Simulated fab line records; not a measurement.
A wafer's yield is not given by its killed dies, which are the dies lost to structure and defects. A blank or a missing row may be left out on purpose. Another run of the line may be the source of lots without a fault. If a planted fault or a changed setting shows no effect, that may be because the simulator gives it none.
A lot that was struck, set against a sound lot ; flow rit_cmos ; 20 out of 202 route steps
Sound: these wafers, L687.3, L687.4, L687.6. Struck: wafers L692.4, L692.5, L692.6. Last of all comes the cause.
Order at every step that has rows: each side's tool, ch and its chambers, its first start. Under that, the readings that differ: sound wafers ; struck wafers ; difference of the means ; sigmas: that difference in standard deviations of wafers without a fault.
alike: words and numbers the same on both sides, and readings whose means are apart by under 2 such deviations; not compared: readings that were withheld, readings missing a value for some wafer, numbers with overlapping values and no deviation given by the record, and bounds like >300 which may hide the same value.
Wherever a step has rows on one side only, a row that says differs or no value, or a row with sigmas, the two part there. When numbers do not overlap yet have no deviation, they are printed without sigmas and do not part them. Lack of a reading on every wafer of one side parts them only where that side has two or more wafers.

first, 3 steps without rows for these wafers: RIT_GATE_CLEAN_02 (cleans in dHF, time 30 s); RIT_GATE_CLEAN_03 (cleans in SC2, time 600 s); RIT_GATE_CLEAN_04 (cleans in dHF, time 60 s).
RIT_FOX2_THK_MEAS_91:
  sound on film_metro-03 at day 2 15:01; struck on film_metro-01 at day 3 14:43
  alike: FIELD_OXIDE_LEFT_2_THK
then, 2 steps without rows for these wafers: RIT_GATE_OXIDATION_05 (target thk 3 nm, ox time 270 s); RIT_GATE_ANNEAL_06 (time 600 s).
RIT_GATE_THK_MEAS_07:
  sound on film_metro-03 at day 2 16:24; struck on film_metro-02 at day 3 16:05
  alike: GATE_OXIDE_THK
then, 1 step without rows for these wafers: RIT_GATE_CVD_08 (deposits poly-Si from SiH4, target thk 250 nm, time 2220 s).
RIT_GATE_THK_MEAS_09:
  sound on film_metro-02 at day 2 18:05; struck on film_metro-03 at day 3 17:46
  alike: GATE_POLY_THK
then, 3 steps without rows for these wafers: RIT_GATE_HMDS_10 (prime time 60 s); RIT_GATE_COAT_11 (resist thk 850 nm); RIT_GATE_SOFTBAKE_12 (time 60 s).
RIT_GATE_EXPOSE_13: exposes mask M6, target cd 150 nm.
  sound on iline_stepper-01 ch 0, day 2 18:44; struck on iline_stepper-01 ch 0, day 3 18:19
reading;sound;struck;difference;sigmas
exposure_dose_mJ_cm2;379.8 379.8 380.1;357.8 357.6 357.5;-22.3;-16
  alike: mask
following that, these wafers have no rows for 1 step: RIT_GATE_PEB_14.
RIT_GATE_DEVELOP_15: develop time 51.16 s.
  sound on litho_track-03 ch 0; struck on litho_track-01 ch 0
reading;sound;struck;difference;sigmas
model.GATE.cd_nm (nm);145 147.4 146.1;180.7 183.1 180.3;+35.2;
RIT_GATE_CD_MEAS_16: target cd 150 nm.
  sound on cd_sem-02 at day 2 19:08; struck on cd_sem-02 at day 3 18:43
reading;sound;struck;difference;sigmas
cd_nm (nm);144.7 147.2 146.2;180.9 183.0 180.3;+35.4;+14
RIT_GATE_OVL_MEAS_17:
  sound on overlay-02 at day 2 19:14; struck on overlay-01 at day 3 18:47
  alike: GATE_OVL
then, 1 step without rows for these wafers: RIT_GATE_HARDBAKE_18 (time 60 s).
RIT_GATE_ETCH_19: etches poly-Si in SF6/CHF3/O2, stops on SiO2, time 165 s, target depth 312.5 nm.
  sound on rie_si-02 ch 0,1, day 2 19:24; struck on rie_si-01 ch 1,2,3, day 3 18:58
reading;sound;struck;difference;sigmas
model.GATE.cd_nm (nm);145 147.4 146;180.7 183.3 180.3;+35.3;
  alike: drypump_motor_current_A, oes_product_au, throttle_valve_pct
  not compared: rf_hours_counter_h
RIT_GATE_STRIP_20: strips in O2, time 180 s.
  sound on plasma_asher-01 ch 0,1, day 2 19:34; struck on plasma_asher-03 ch 0,1, day 3 19:07
  alike: drypump_motor_current_A
  not compared: rf_hours_counter_h

## WHERE THEY PART
At RIT_GATE_EXPOSE_13 first; at RIT_GATE_CD_MEAS_16 last (within this record only). Later steps at which nothing parts them and some readings are alike: RIT_GATE_OVL_MEAS_17, RIT_GATE_ETCH_19, RIT_GATE_STRIP_20.

WHY: whatever the simulator had introduced
Process parameter drift: iline_stepper-01, from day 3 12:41 on, at RIT_GATE_EXPOSE_13. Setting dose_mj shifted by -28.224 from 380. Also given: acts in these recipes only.
